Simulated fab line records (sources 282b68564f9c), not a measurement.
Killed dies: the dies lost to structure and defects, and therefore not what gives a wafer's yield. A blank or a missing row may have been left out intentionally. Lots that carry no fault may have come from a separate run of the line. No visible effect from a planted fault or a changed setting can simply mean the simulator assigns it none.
A struck lot beside a sound one + flow ritCmos + 18 steps out of a route of 202
Sound: the wafers L996.2, L996.5, L996.6. Wafers L105.2, L105.3, L105.5 were the ones struck. The cause is named last.
Per side, at each step with rows, come the tool, then ch with its chambers, and then its first start. Under that, the readings that differ: sound wafers + struck wafers + difference of the means + sigmas: that difference in standard deviations of wafers without a fault.
alike: a reading whose means differ by less than 2 such deviations, as well as words and numbers matching on both sides. not compared: withheld readings; readings where some wafer has no value; bounds like >300 that might hide an equal value; numbers whose values overlap and for which the record gives no deviation.
A row with sigmas, a row that says differs or no value, or rows on one side alone: a step with any of these is where the two part. Numbers that don't overlap but have no deviation are shown without sigmas and don't part them. A reading that every wafer of one side lacks parts them only if that side has two wafers or more.

first, 4 steps without rows for these wafers: RIT_PSD_SOFTBAKE_02 (time 60 s); RIT_PSD_EXPOSE_03 (exposes mask M10, target cd 40900 nm); RIT_PSD_PEB_04; RIT_PSD_DEVELOP_05 (develop time 50 s).
RIT_PSD_OVL_MEAS_06:
  sound on overlay-02, day 3 06:43; struck on overlay-01, day 5 04:57
  alike: PSD_OVL
then, 2 steps without rows for these wafers: RIT_PSD_HARDBAKE_07 (time 60 s); RIT_PSD_IMPLANT_08.
RIT_PSD_STRIP_09: strips in O2, time 180 s.
  sound on plasmaAsher-02 ch 0,1, day 3 07:17; struck on plasmaAsher-04 ch 0,1, day 5 05:17
  alike: drypumpMotorCurrentA
  not compared: rfHoursCounterH
RIT_PSD_TW_MEAS_10:
  sound on filmMetro-02, day 3 07:28; struck on filmMetro-02, day 5 05:28
  alike: PSD_TW
then, 3 steps without rows for these wafers: RIT_SDANNEAL_CLEAN_00 (cleans in SC1, time 600 s); RIT_SDANNEAL_CLEAN_01 (cleans in dHF, time 30 s); RIT_SDANNEAL_CLEAN_02 (cleans in SC2, time 600 s).
RIT_SDANNEAL_RTA_03: time 5 s.
  sound on rtpAnneal-01 ch 0, day 3 07:54; struck on rtpAnneal-02 ch 0, day 5 05:56
  alike: wafer_temp_C_max
RIT_SDANNEAL_RS_MEAS_04: the measuring method here is four-point-probe.
  sound on filmMetro-01, day 3 07:58; struck on filmMetro-03, day 5 06:00
| reading         | sound                | struck               | difference | sigmas |
|-----------------|----------------------|----------------------|------------|--------|
| PSD_RS (ohm/sq) | 115.77 115.69 115.85 | 112.67 112.95 112.78 | -2.97      | -10    |
RIT_SDANNEAL_RS_MEAS_05: the measuring method here is four-point-probe.
  sound on filmMetro-01, day 3 08:05; struck on filmMetro-03, day 5 06:07
| reading         | sound             | struck            | difference | sigmas |
|-----------------|-------------------|-------------------|------------|--------|
| NSD_RS (ohm/sq) | 84.41 84.51 84.32 | 83.72 83.50 83.81 | -0.74      | -3     |
RIT_SDANNEAL_RS_MEAS_06: the measuring method here is four-point-probe.
  sound on filmMetro-01, day 3 08:13; struck on filmMetro-03, day 5 06:14
| reading          | sound             | struck            | difference | sigmas |
|------------------|-------------------|-------------------|------------|--------|
| PLDD_RS (ohm/sq) | 178.7 178.1 178.7 | 175.7 175.5 175.5 | -2.9       | -6     |
RIT_SDANNEAL_RS_MEAS_07: the measuring method here is four-point-probe.
  sound on filmMetro-01, day 3 08:20; struck on filmMetro-03, day 5 06:22
| reading          | sound             | struck            | difference | sigmas |
|------------------|-------------------|-------------------|------------|--------|
| NLDD_RS (ohm/sq) | 151.0 151.6 151.2 | 150.3 150.1 150.3 | -1.0       | -2     |
RIT_M1_PROBE_99:
  sound on prober-02, day 3 15:40; struck on prober-01, day 5 14:02
| reading                                 | sound                | struck               | difference | sigmas |
|-----------------------------------------|----------------------|----------------------|------------|--------|
| killedShort                             | 6 6 6                | 1 4 1                | -4         | -2     |
| model.etest.pmosTurned.rOnOhmUm         | 3490 3510 3528       | 3065 3056 3037       | -457       |        |
| model.etest.pmosTurned.driveUaUm        | 184.8 184.7 183.9    | 223.1 224.8 223.7    | +39.4      |        |
| model.etest.pmos_0p15.driveUaUm         | 245.7 246.7 245.2    | 287.3 292.2 287.6    | +43.2      |        |
| model.etest.contactNplus.endOhmUm       | 41.11 40.45 41.47    | 42.76 43.87 43.56    | +2.39      |        |
| model.etest.retroEdgePmos.offLog10AUm   | -10.38 -10.67 -10.56 | -9.294 -9.054 -9.68  | +1.194     |        |
| model.etest.pmos_0p15.offLog10AUm       | -10.58 -10.74 -10.66 | -9.397 -9.206 -9.748 | +1.210     |        |
| model.etest.ring.quietLog10A (angstrom) | -8.161 -8.274 -8.205 | -6.915 -6.747 -7.301 | +1.226     |        |
| model.etest.pmosNarrow.offLog10AUm      | -12.83 -12.88 -12.94 | -12.68 -12.42 -12.49 | +0.35      |        |
  alike: killedAtContacts, killedAtFrontEnd, killedDies, killedOpen

WHERE THEY PART
First at RIT_SDANNEAL_RS_MEAS_04; last, within this record, at RIT_M1_PROBE_99.

WHY: what had been put in by the simulator
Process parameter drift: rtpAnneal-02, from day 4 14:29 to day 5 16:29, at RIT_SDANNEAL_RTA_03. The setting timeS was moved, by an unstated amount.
